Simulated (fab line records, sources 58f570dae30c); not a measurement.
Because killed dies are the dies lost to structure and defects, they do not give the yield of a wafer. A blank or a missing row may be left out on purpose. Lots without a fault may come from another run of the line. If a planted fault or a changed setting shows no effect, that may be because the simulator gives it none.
Struck lot and sound lot, side by side -- flow berkeleyCmos170 -- 14 out of 331 route steps
Sound: the wafers L409.4, L409.5, L409.6. Wafers L403.2, L403.4, L403.5 were the ones struck. The cause is named last.
Per side, at each step with rows, come the tool, then ch with its chambers, and then its first start. Under that, the readings that differ: sound wafers -- struck wafers -- difference of the means -- sigmas: that difference in standard deviations of wafers without a fault.
alike: readings whose means differ by less than 2 such deviations, and words and numbers that are the same on both sides. not compared: withheld readings, readings that some wafer has no value for, bounds like >300 that may hide the same value, and numbers for which the record gives no deviation and whose values overlap.
The two part at a step that has a row with sigmas, a row that says differs or no value, or rows on one side only. Numbers that don't overlap but have no deviation are shown without sigmas and don't part them. A reading missing from all wafers of one side parts the sides only when that side holds two or more wafers.

first, 3 steps without rows for these wafers: UCB170_PSD_EXPOSE_03 (exposes mask PSELECT MOD, target cd 1200 nm); UCB170_PSD_PEB_04; UCB170_PSD_DEVELOP_05 (develop time 45 s).
UCB170_PSD_CD_MEAS_06 targets a cd of 1200 nm.
  sound: cdSem-01 at day 10 15:57; struck: cdSem-02 at day 9 10:41
reading,sound,struck,difference,sigmas
cdNm (nm),1202.1 1202.0 1202.8,1198.1 1198.9 1198.6,-3.8,-3
UCB170_PSD_OVL_MEAS_07:
  sound: overlay-02 at day 10 16:02; struck: overlay-01 at day 9 10:47
  alike: PSD_OVL
next, for these wafers, 1 step has no rows: UCB170_PSD_IMPLANT_08.
UCB170_PSD_STRIP_09: strips in O2.
  sound on plasmaAsher-01 ch 0,1, day 10 16:14; struck on plasmaAsher-01 ch 1, day 9 10:58
reading,sound,struck,difference,sigmas
stripTimeToEndpointS (s),29.28 29.20 29.23,29.59 29.44 29.44,+0.25,+3
  alike: drypumpMotorCurrentA, o2FlowSccm, oesProductAu
  not compared: rfHoursCounterH
UCB170_PSD_TW_MEAS_10:
  sound: filmMetro-01 at day 10 16:20; struck: filmMetro-02 at day 9 11:06
  alike: PSD_TW
then, 4 steps without rows for these wafers: UCB170_PSD_CLEAN_11 (cleans in SPM, time 600 s); UCB170_NSD_HMDS_00 (prime time 60 s); UCB170_NSD_COAT_01 (resist thk 914.7 nm); UCB170_NSD_SOFTBAKE_02 (time 60 s).
UCB170_NSD_EXPOSE_03: exposes mask NSELECT MOD, target cd 1200 nm.
  struck on krfScanner-01, day 9 11:59; sound on krfScanner-02 ch 0, day 10 17:49
  no value came back on the struck wafers for exposureDoseMJCm2, focusOffsetNm (nm); on the sound wafers exposureDoseMJCm2 reads 30.140 30.168 30.137
  alike: mask
next, for these wafers, 1 step has no rows: UCB170_NSD_PEB_04.

WHERE THEY PART
At UCB170_PSD_CD_MEAS_06 first; at UCB170_NSD_EXPOSE_03 last (within this record only).

WHY: the cause the simulator had injected
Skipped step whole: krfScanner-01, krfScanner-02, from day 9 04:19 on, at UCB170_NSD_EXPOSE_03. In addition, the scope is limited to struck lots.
